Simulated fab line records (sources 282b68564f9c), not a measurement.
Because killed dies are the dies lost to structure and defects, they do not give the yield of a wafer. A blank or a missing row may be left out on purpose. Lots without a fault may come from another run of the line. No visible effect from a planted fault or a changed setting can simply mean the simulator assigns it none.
The tool behind it: which one? -- flow rit-cmos -- 45 wafers from 15 lots sampled at 2 of the route's 202 steps

== WHAT EACH GAUGE READ, for each wafer ==
No reading from a measuring or inspecting step in the record can be judged against a usual standard deviation.

== WHAT TOOL EACH LOT RAN ON (gives the tool, then ch and the chambers of the sampled wafers, and finally the start) ==
lot,RIT_SDANNEAL_CLEAN_00,RIT_M1_PROBE_99
L906,"wet-bench-02 ch 2, day 3 21:34",-
L909,"wet-bench-01 ch 2, day 4 09:34",-
L911,"wet-bench-02 ch 1, day 4 14:20",-
L910,"wet-bench-02 ch 1, day 4 15:59",-
L913,"wet-bench-04 ch 0, day 4 20:49","prober-01, day 5 05:05"
L912,"wet-bench-04 ch 0, day 4 22:28",-
L917,"wet-bench-04 ch 0, day 5 14:48",-
L921,"wet-bench-02 ch 1, day 6 09:20",-
L922,"wet-bench-02 ch 1, day 6 13:06",-
L923,"wet-bench-04 ch 2, day 6 22:20",-
L924,"wet-bench-04 ch 3, day 7 02:13",-
L925,"wet-bench-04 ch 2, day 7 07:35","prober-02, day 7 15:25"
L926,"wet-bench-04 ch 3, day 7 08:17",-
L928,"wet-bench-01 ch 0, day 7 21:46","prober-01, day 8 05:51"
L929,"wet-bench-02 ch 2, day 8 00:54",-
- RIT_SDANNEAL_CLEAN_00: cleans in SC1, time 600 s.
- RIT_M1_PROBE_99

== AS READ BY THE TOOLS THEMSELVES (means over the sampled wafers that have a number; for cases with no such wafer, the mark the record gives instead) ==
RIT_SDANNEAL_CLEAN_00. Usual: bath-guard-temp-C 75.2 C, standard deviation 0.36; bath-heat-duty-pct 15.2 %, standard deviation 1.1.
lot,tool,bath-guard-temp-C (C),bath-heat-duty-pct (%),flag
L906,wet-bench-02,75.0,12.7,
L909,wet-bench-01,75.0,15.6,
L911,wet-bench-02,-,-,OFF
L910,wet-bench-02,-,-,OFF
L913,wet-bench-04,-,-,OFF
L912,wet-bench-04,75.3,14.8,
L917,wet-bench-04,75.2,14.8,
L921,wet-bench-02,75.6,14.8,
L922,wet-bench-02,75.6,13.6,
L923,wet-bench-04,75.1,15.4,
L924,wet-bench-04,75.4,16.7,
L925,wet-bench-04,75.0,17.0,
L926,wet-bench-04,75.2,16.9,
L928,wet-bench-01,74.7,16.2,
L929,wet-bench-02,75.0,13.7,

RIT_M1_PROBE_99. Usual: killed_at_M0_to_M3 0.0, standard deviation 0.14; killed-at-contacts 0.0, standard deviation 0.2; killed-at-front-end 7.3, standard deviation 2.8; killed-dies 7.3, standard deviation 2.8; killed-open 3.8, standard deviation 1.9; killed-short 3.5, standard deviation 1.8.
lot,tool,killed_at_M0_to_M3,killed-at-contacts,killed-at-front-end,killed-dies,killed-open,killed-short,flag
L913,prober-01,0.0,0.0,9.0,9.0,3.0,6.0,
L925,prober-02,0.0,0.0,8.3,8.3,4.0,4.3,
L928,prober-01,0.0,0.0,12.3,12.3,6.3,6.0,

== THE ANSWER, worked out from the rows above alone ==
Rule: take the mean of a lot's wafers that have a number; if it is more than 3 standard deviations from the usual mean, the lot is off. Also off: a lot with no number at a reading for which 4 or more lots have one. The other lots that the step has rows for count as sound. The gauges are gone through in route order, then the tools' own readings, and for those a lot's mean is taken as printed above. At the first step where some lot is off, the reading lying furthest off is the one used; lots without a number count as furthest.
Off at RIT_SDANNEAL_CLEAN_00 (bath-guard-temp-C): L911, L910, L913. Without a number there: L911, L910, L913.
A tool fits if, at that step or a process step before it, it ran every lot that is off, and no sound lot after the first of them. Of those tried, none fits.

== WHAT HAD BEEN PUT IN BY THE SIMULATOR ==
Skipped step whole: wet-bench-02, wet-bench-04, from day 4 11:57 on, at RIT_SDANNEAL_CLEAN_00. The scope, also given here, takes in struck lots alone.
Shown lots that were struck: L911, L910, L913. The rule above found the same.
